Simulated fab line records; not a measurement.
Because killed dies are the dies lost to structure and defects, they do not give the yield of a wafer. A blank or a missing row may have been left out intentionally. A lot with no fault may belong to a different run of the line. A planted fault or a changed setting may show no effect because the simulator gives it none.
Matching of chambers ; flow rit cmos ; 4 sister chambers for RIT_GATE_ETCH_19 on rie si-01
The step etches poly-Si in SF6/CHF3/O2, stops on SiO2, time 165 s, target depth 312.5 nm. 8 wafers are shown with their chamber, then 8 later ones without.

EACH WAFER AND ITS CHAMBER
wafer;chamber;drypump motor current A (A);throttle valve pct (%)
L206.1;2;6.08;10.09
L214.2;2;6.09;10.10
L214.5;1;5.84;10.22
L216.3;1;5.86;10.24
L218.2;3;5.28;10.17
L218.3;0;5.34;10.24
L218.6;3;5.29;10.18
L220.2;0;5.35;10.23

WAFERS MISSING THEIR CHAMBER
wafer;drypump motor current A (A);throttle valve pct (%)
L220.4;6.08;10.08
L220.5;5.83;10.21
L222.1;5.84;10.22
L222.2;6.08;10.10
L222.6;5.83;10.24
L224.3;5.84;10.25
L224.4;5.29;10.19
L224.5;5.35;10.23

WHICH CHAMBER EACH WENT THROUGH
wafer;from the rows above;in truth
L220.4;2;2
L220.5;1;1
L222.1;1;1
L222.2;2;2
L222.6;1;1
L224.3;1;1
L224.4;3;3
L224.5;0;0
Correctly placed: 8 of 8. Number that these rows cannot place: 0. Number placed wrongly: 0.
How it was worked out, from the rows above alone: a wafer's distance from a chamber is the root of the sum, over the readings, of the square of ((its reading less the chamber's mean) divided by the reading's scatter). If the next closest chamber is less than 2 further off than the closest, the wafer can't be placed; otherwise it belongs to the closest. The mean given for a chamber averages the wafers shown for that chamber. The scatter: take each reading less its chamber's mean, square it, sum over the shown wafers, divide by the number of wafers less the number of chambers, and take the root.
